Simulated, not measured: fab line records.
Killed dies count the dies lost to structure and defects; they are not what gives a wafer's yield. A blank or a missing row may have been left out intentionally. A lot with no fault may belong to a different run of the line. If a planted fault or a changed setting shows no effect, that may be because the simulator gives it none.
Chamber matching	flow berkeley_cmos170	4 sister chambers for UCB170_V1_CMP_02 on cmp-01
The step polishes SiO2. 8 wafers are shown with their chamber, then 8 later ones without.

WAFERS PAIRED WITH THEIR CHAMBERS
wafer	chamber	motor_current_A (A)	edge_zone_pressure_frac
L874.2	2	19.4	1.003
L871.1	1	16.7	1.005
L878.2	0	14.9	1.000
L878.3	1	16.2	1.003
L881.1	3	15.4	1.005
L881.2	2	18.4	1.005
L881.6	3	14.6	1.006
L888.2	0	14.7	1.005

WAFERS MISSING THEIR CHAMBER
wafer	motor_current_A (A)	edge_zone_pressure_frac
L888.4	15.4	0.998
L888.5	16.8	0.994
L886.2	15.4	1.002
L886.3	18.8	0.999
L886.5	15.7	0.993
L892.1	16.0	1.002
L892.4	18.2	0.996
L892.5	17.6	1.005

THE CHAMBER EACH PASSED THROUGH
wafer	from the rows above	in truth
L888.4	can't be placed: 0 or 1 or 3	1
L888.5	can't be placed: 1 or 0 or 2 or 3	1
L886.2	can't be placed: 0 or 3 or 1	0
L886.3	2	2
L886.5	can't be placed: 0 or 1 or 3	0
L892.1	can't be placed: 1 or 0 or 3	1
L892.4	can't be placed: 2 or 1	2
L892.5	can't be placed: 1 or 2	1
Correctly placed: 1 of 8. Unplaceable from these rows: 7, with the true chamber sitting among the candidates in 7. Placed wrongly: 0.
How it was worked out, from the rows above alone: a wafer's distance from a chamber is the root of the sum, over the readings, of the square of ((its reading less the chamber's mean) divided by the reading's scatter). The wafer belongs to the nearest chamber; if the next one is less than 2 further off, it can't be placed. Each chamber's mean is taken over the wafers shown for it. The scatter: take each reading less its chamber's mean, square it, sum over the shown wafers, divide by the number of wafers less the number of chambers, and take the root.
